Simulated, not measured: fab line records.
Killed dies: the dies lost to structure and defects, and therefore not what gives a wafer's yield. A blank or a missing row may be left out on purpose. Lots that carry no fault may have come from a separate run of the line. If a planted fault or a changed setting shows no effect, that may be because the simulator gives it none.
The tool behind it: which one? ; flow berkeleyCmos170 ; 14 lots with 42 wafers sampled at 4 steps, on a route of 331 steps

## WHAT EACH GAUGE READ, for each wafer
UCB170_V1_OVL_MEAS_13.
lot;measured;on;V1_OVL (nm)
L954;day 9 04:13;overlay-02;6 15 12
L952;day 9 00:38;overlay-02;9 3 6
L953;day 9 03:56;overlay-02;-1 -4 -3
L957;day 9 22:11;overlay-02;-6 -5 0
L956;day 9 22:28;overlay-02;6 8 10
L958;day 9 23:11;overlay-02;-2 2 9
L960;day 10 20:52;overlay-02;0 3 3
L959;day 10 21:29;overlay-01;4 6 -6
L965;day 11 10:56;overlay-02;-3 -5 0
L966;day 11 13:04;overlay-01;-6 6 9
L969;day 12 03:25;overlay-01;-3 -2 -4
L971;day 13 10:56;overlay-01;-3 6 -2
L972;day 13 10:40;overlay-01;-3 -2 -1
L974;day 13 10:58;overlay-02;-6 -4 -5

## WHICH TOOL RAN EACH LOT (tool, then ch and the chambers of the sampled wafers, then the start)
lot;UCB170_CONTACT_RTA_08;UCB170_M1_SPUTTER_00;UCB170_V1_COAT_07
L954;rtpAnneal-01 ch 0, day 8 16:50;pvdSputter-02, day 8 18:29;lithoTrack-04 ch 0, day 9 02:49
L952;rtpAnneal-02 ch 0, day 8 16:50;pvdSputter-01, day 8 18:44;lithoTrack-03 ch 0, day 8 23:49
L953;rtpAnneal-01 ch 0, day 8 18:05;pvdSputter-02, day 8 19:52;lithoTrack-03 ch 0, day 9 02:33
L957;rtpAnneal-01 ch 0, day 9 10:19;pvdSputter-01, day 9 13:14;lithoTrack-03 ch 0, day 9 21:25
L956;rtpAnneal-02 ch 0, day 9 11:02;pvdSputter-03, day 9 14:22;lithoTrack-01 ch 0, day 9 21:24
L958;rtpAnneal-01 ch 0, day 9 11:37;pvdSputter-02, day 9 14:34;lithoTrack-04 ch 0, day 9 21:34
L960;rtpAnneal-02 ch 0, day 10 08:32;pvdSputter-01, day 10 11:09;lithoTrack-04 ch 0, day 10 19:17
L959;rtpAnneal-01 ch 0, day 10 09:16;pvdSputter-03, day 10 12:54;lithoTrack-03 ch 0, day 10 20:11
L965;rtpAnneal-02 ch 0, day 11 02:46;pvdSputter-01, day 11 04:55;lithoTrack-03 ch 0, day 11 09:58
L966;rtpAnneal-02 ch 0, day 11 04:45;pvdSputter-02, day 11 06:54;lithoTrack-01 ch 0, day 11 11:40
L969;rtpAnneal-02 ch 0, day 11 19:01;pvdSputter-03, day 11 21:14;lithoTrack-01 ch 0, day 12 02:30
L971;rtpAnneal-02 ch 0, day 12 06:05;pvdSputter-01, day 12 08:01;lithoTrack-04 ch 0, day 13 09:31
L972;rtpAnneal-01 ch 0, day 12 06:05;pvdSputter-02, day 12 08:11;lithoTrack-03 ch 0, day 13 09:15
L974;rtpAnneal-01 ch 0, day 12 21:48;pvdSputter-01, day 12 23:32;lithoTrack-03 ch 0, day 13 09:44
- UCB170_CONTACT_RTA_08: time 10 s.
- UCB170_M1_SPUTTER_00: material Al, target thk 600 nm, time 80 s.
- UCB170_V1_COAT_07: resist thk 900 nm.

## WHAT THE TOOLS THEMSELVES READ (means of the sampled wafers that have a number; where no wafer has one, the mark that the record gives instead)
UCB170_CONTACT_RTA_08.
lot;tool;annealTempCMax;lampPowerPct (%);wafer_temp_C_max
L954;rtpAnneal-01;904.0;24.6;902.7
L952;rtpAnneal-02;903.0;27.0;905.1
L953;rtpAnneal-01;904.4;24.6;902.6
L957;rtpAnneal-01;905.4;24.6;902.5
L956;rtpAnneal-02;904.3;27.0;904.2
L958;rtpAnneal-01;904.3;24.6;903.3
L960;rtpAnneal-02;903.0;26.9;903.9
L959;rtpAnneal-01;905.0;24.6;903.0
L965;rtpAnneal-02;904.5;27.0;904.5
L966;rtpAnneal-02;903.9;27.0;904.7
L969;rtpAnneal-02;903.4;27.0;903.9
L971;rtpAnneal-02;903.5;27.0;904.4
L972;rtpAnneal-01;905.2;24.5;902.8
L974;rtpAnneal-01;904.8;24.6;903.1

UCB170_M1_SPUTTER_00.
lot;tool;throttleValvePct (%)
L954;pvdSputter-02;29.6
L952;pvdSputter-01;29.7
L953;pvdSputter-02;30.0
L957;pvdSputter-01;30.1
L956;pvdSputter-03;29.8
L958;pvdSputter-02;30.9
L960;pvdSputter-01;30.6
L959;pvdSputter-03;30.1
L965;pvdSputter-01;30.9
L966;pvdSputter-02;30.3
L969;pvdSputter-03;30.0
L971;pvdSputter-01;30.7
L972;pvdSputter-02;30.1
L974;pvdSputter-01;29.6

UCB170_V1_COAT_07.
lot;tool;chillPlateTempC (C);spinSpeedRpm (rpm)
L954;lithoTrack-04;23.03;1499.9
L952;lithoTrack-03;23.13;1499.8
L953;lithoTrack-03;23.01;1500.5
L957;lithoTrack-03;22.95;1500.3
L956;lithoTrack-01;23.00;1499.8
L958;lithoTrack-04;22.93;1498.3
L960;lithoTrack-04;23.01;1500.2
L959;lithoTrack-03;22.95;1499.9
L965;lithoTrack-03;23.02;1500.7
L966;lithoTrack-01;23.13;1285.6
L969;lithoTrack-01;23.05;1285.4
L971;lithoTrack-04;23.00;1500.2
L972;lithoTrack-03;23.07;1500.8
L974;lithoTrack-03;23.02;1500.3

## THE ANSWER, worked out from the rows above alone
Rule: the usual values come from the lots themselves. Put in order of their means at a reading, lots are off if they are a third of the lots or fewer, leave a main group of 4 or more, and stand apart from it by a gap of 3 or more times the standard deviation of the main group's means; of several such gaps the widest counts. If all means in a main group match to the digits the tables above print for the reading, that group is not used. A lot without any number at a reading at which 4 lots or more have one is off too. All remaining lots with rows at the step are treated as sound. First the gauges in route order, then the tools' own readings, where a lot's mean is used as printed above. The first step at which some lot is off is used, and at that step the reading that is off furthest; a lot without a number counts as furthest.
Off: L966, L969 (UCB170_V1_COAT_07, spinSpeedRpm). Mean 1500.1 rpm and standard deviation 0.62 in the main group.
A tool fits if, at that step or a process step before it, it ran every lot that is off, and no sound lot after the first of them. One candidate fits, namely lithoTrack-01 at UCB170_V1_COAT_07. Its last sound lot is L956 (day 9 21:24), its first lot that is off L966 (day 11 11:40): a fault that began between those two fits.
On the lots that are off, the tool's own readings at UCB170_V1_COAT_07 differ by more than 5 times the standard deviation of the sound lots' means, which bears it out; spinSpeedRpm reads 1285.5 rpm there versus 1500.1 rpm on the sound lots.

## WHAT THE SIMULATOR HAD INSERTED
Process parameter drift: lithoTrack-01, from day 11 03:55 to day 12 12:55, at UCB170_V1_COAT_07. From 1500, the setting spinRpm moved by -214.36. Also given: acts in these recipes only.
Lots struck among those shown: L966, L969. Same finding as the rule above.
